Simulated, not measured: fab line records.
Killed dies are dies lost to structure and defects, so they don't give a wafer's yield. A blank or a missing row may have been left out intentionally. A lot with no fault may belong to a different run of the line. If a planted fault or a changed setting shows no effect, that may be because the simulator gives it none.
Split-lot experiment    flow rit-cmos    on a route of 202 steps: 5 lots, 23 wafers read

== THE SPLIT ITSELF ==
At RIT_NSD_IMPLANT_08, the setting energy-kev was moved away from the recipe's 25 on 6 of the 23 wafers read, by -3.6% to +5.5%. This setting was run at the recipe's value on the other wafers.

The reading is taken at the split's own step.

== THE READING ==
The simulator's own value implant.drp-nm, read by no gauge, in nm at RIT_NSD_IMPLANT_08. No usual value for it is given in the file.

wafer   tool, chamber at the split  energy-kev as run  against the recipe  implant.drp-nm, nm  against lot-mates on the recipe
L074.1  implanter-04, 0             25                 recipe              14.84               -
L074.3  implanter-04, 0             25                 recipe              14.84               -
L074.4  implanter-04, 0             25                 recipe              14.84               -
L074.5  implanter-04, 0             26.37              +5.5%               15.32               +0.48
L074.6  implanter-04, 0             26.37              +5.5%               15.32               +0.48
L079.1  implanter-04, 0             25                 recipe              14.84               -
L079.5  implanter-04, 0             25                 recipe              14.84               -
L079.6  implanter-04, 0             25                 recipe              14.84               -
L079.2  implanter-04, 0             24.09              -3.6%               14.51               -0.33
L079.4  implanter-04, 0             24.09              -3.6%               14.51               -0.33
L080.1  implanter-04, 0             25                 recipe              14.84               -
L080.3  implanter-04, 0             25                 recipe              14.84               -
L080.4  implanter-04, 0             25                 recipe              14.84               -
L080.5  implanter-04, 0             25.5               +2.0%               15.02               +0.18
L080.6  implanter-04, 0             25.5               +2.0%               15.02               +0.18
L084.2  implanter-04, 0             25                 recipe              14.84               -
L084.3  implanter-04, 0             25                 recipe              14.84               -
L084.4  implanter-04, 0             25                 recipe              14.84               -
L084.5  implanter-04, 0             25                 recipe              14.84               -
L084.6  implanter-04, 0             25                 recipe              14.84               -
L085.1  implanter-02, 0             25                 recipe              14.84               -
L085.4  implanter-02, 0             25                 recipe              14.84               -
L085.5  implanter-02, 0             25                 recipe              14.84               -

THE FIT
A straight line over all 23 wafers: implant.drp-nm changes by +0.0887 nm for each +1% of energy-kev; r = +1.00; the points scatter about the line by 0.0028 nm.
The same after taking each lot's own level away (the mean of its wafers on the recipe; 23 wafers): +0.0887 nm for each +1%; r = +1.00; scatter 0.0028 nm.
Per that fit: largest energy-kev move, reading shift of 0.49 nm.
The lots' own levels span 14.840 to 14.840 nm.
Hence the lot-to-lot level has little effect on the slope; both slopes agree.
Check: for one of the wafers moved furthest among these (+5.5%), held out of the fit, the line's prediction against its lot-mates is +0.488 nm. It came out at +0.48 nm against them.

== OTHER SPLITS APPLIED TO THESE WAFERS ==
Note: prior to the reading, these wafers also went through further splits. Each is held against what the fit with the lots' levels taken away leaves over:
other split on the same wafers    wafers away from the commonest value  r with implant.drp-nm (lot level and that fit taken away)
RIT_ACTIVE_OXIDATION_01 temp-c    10                                    -0.44
RIT_ACTIVE_DEVELOP_10 dev-temp-c  4                                     -0.28
RIT_NWELL_COAT_01 spin-rpm        10                                    -0.53
RIT_NWELL_IMPLANT_08 energy-kev   10                                    -0.39
RIT_PWELL_IMPLANT_08 dose-cm2     11                                    -0.21
RIT_NRETRO_SOFTBAKE_02 temp-c     8                                     +0.00
RIT_PRETRO_COAT_01 resist-thk-nm  8                                     +0.06

== THE WHOLE CHAIN: every reading that the file lists as answering this split, in the file's order ==
step                what it does  reading                                                          change (the file's fit)                 r (the file's)
RIT_NSD_IMPLANT_08                implant.rp-nm (the simulator's own value, which no gauge read)   +0.216 nm for each +1% of the setting   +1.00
RIT_NSD_IMPLANT_08                implant.drp-nm (the simulator's own value, which no gauge read)  +0.0891 nm for each +1% of the setting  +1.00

== THE FILE'S OWN FIT ==
implant.drp-nm changes by +0.0891 nm for each +1% of energy-kev, r = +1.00.
